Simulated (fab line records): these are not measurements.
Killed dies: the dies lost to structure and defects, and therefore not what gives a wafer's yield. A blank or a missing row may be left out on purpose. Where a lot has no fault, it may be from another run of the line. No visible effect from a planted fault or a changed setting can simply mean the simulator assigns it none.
Split-lot trial | flow berkeley_cmos170 | on a route of 331 steps: 5 lots, 23 wafers read

THE SPLIT ITSELF
At UCB170_PWELL_OXIDATION_02 (target thk 26.4 nm, ox time 1260 s), the setting temp_c was moved away from the recipe's 1000 C on 20 of the 23 wafers read, by -2.6% to +1.9%. The other wafers ran this setting at the recipe's value.

No step appears in the file between the split and the reading.

THE READING
Values of PWELL_OXIDE_THK in nm from UCB170_PWELL_THK_MEAS_03. Fault-free wafers of this fab line usually give 26.5 nm, standard deviation 0.55 nm.

wafer  | tool, chamber at the split | temp_c as run, C | against the recipe | PWELL_OXIDE_THK, nm | against lot-mates on the recipe
L074.1 | -, -                       | 1010             | +1.0%              | 29.4                | no lot-mate on the recipe
L074.2 | -, -                       | 1010             | +1.0%              | 29.2                | no lot-mate on the recipe
L074.4 | -, -                       | 1010             | +1.0%              | 29.0                | no lot-mate on the recipe
L074.5 | -, -                       | 1010             | +1.0%              | 29.3                | no lot-mate on the recipe
L074.6 | -, -                       | 1010             | +1.0%              | 29.3                | no lot-mate on the recipe
L075.2 | -, -                       | 975.4            | -2.5%              | 20.9                | no lot-mate on the recipe
L075.3 | -, -                       | 975.4            | -2.5%              | 21.1                | no lot-mate on the recipe
L075.4 | -, -                       | 975.4            | -2.5%              | 20.7                | no lot-mate on the recipe
L075.5 | -, -                       | 975.4            | -2.5%              | 21.0                | no lot-mate on the recipe
L075.6 | -, -                       | 975.4            | -2.5%              | 21.0                | no lot-mate on the recipe
L077.1 | -, -                       | 973.8            | -2.6%              | 20.8                | no lot-mate on the recipe
L077.2 | -, -                       | 973.8            | -2.6%              | 20.4                | no lot-mate on the recipe
L077.3 | -, -                       | 973.8            | -2.6%              | 20.3                | no lot-mate on the recipe
L077.4 | -, -                       | 973.8            | -2.6%              | 20.1                | no lot-mate on the recipe
L077.6 | -, -                       | 973.8            | -2.6%              | 20.3                | no lot-mate on the recipe
L079.2 | furnace-02, 0              | 1000             | recipe             | 25.8                | -
L079.3 | furnace-02, 0              | 1000             | recipe             | 26.2                | -
L079.5 | furnace-02, 0              | 1000             | recipe             | 26.0                | -
L084.1 | -, -                       | 1019             | +1.9%              | 31.2                | no lot-mate on the recipe
L084.2 | -, -                       | 1019             | +1.9%              | 31.7                | no lot-mate on the recipe
L084.3 | -, -                       | 1019             | +1.9%              | 31.3                | no lot-mate on the recipe
L084.4 | -, -                       | 1019             | +1.9%              | 31.1                | no lot-mate on the recipe
L084.5 | -, -                       | 1019             | +1.9%              | 31.9                | no lot-mate on the recipe

THE FIT
A straight line over all 23 wafers: PWELL_OXIDE_THK changes by +2.41 nm for each +1% of temp_c; r = +1.00; the points scatter about the line by 0.37 nm.
Too few moved wafers have a lot-mate on the recipe to fit a line with each lot's own level taken away.

THE WHOLE CHAIN: every reading that the file lists as answering this split, in the file's order
step                      | what it does                                                               | reading                                                                            | change (the file's fit)              | r (the file's)
UCB170_PWELL_OXIDATION_02 | target thk 26.4 nm, ox time 1260 s                                         | SiO2_of_PWELL_OXIDATION_02.thk_nm (the simulator's own value, which no gauge read) | +2.42 nm for each +1% of the setting | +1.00
UCB170_PWELL_THK_MEAS_03  |                                                                            | PWELL_OXIDE_THK                                                                    | +2.42 for each +1% of the setting    | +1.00
UCB170_PWELL_ETCH_14      | etches Si3N4 in CH3F/Ar/O2, stops on SiO2, target depth 242 nm, time 151 s | SiO2_of_PWELL_OXIDATION_02.thk_nm (the simulator's own value, which no gauge read) | +2.47 nm for each +1% of the setting | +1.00

THE FILE'S OWN FIT
PWELL_OXIDE_THK changes by +2.42 nm for each +1% of temp_c, r = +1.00.
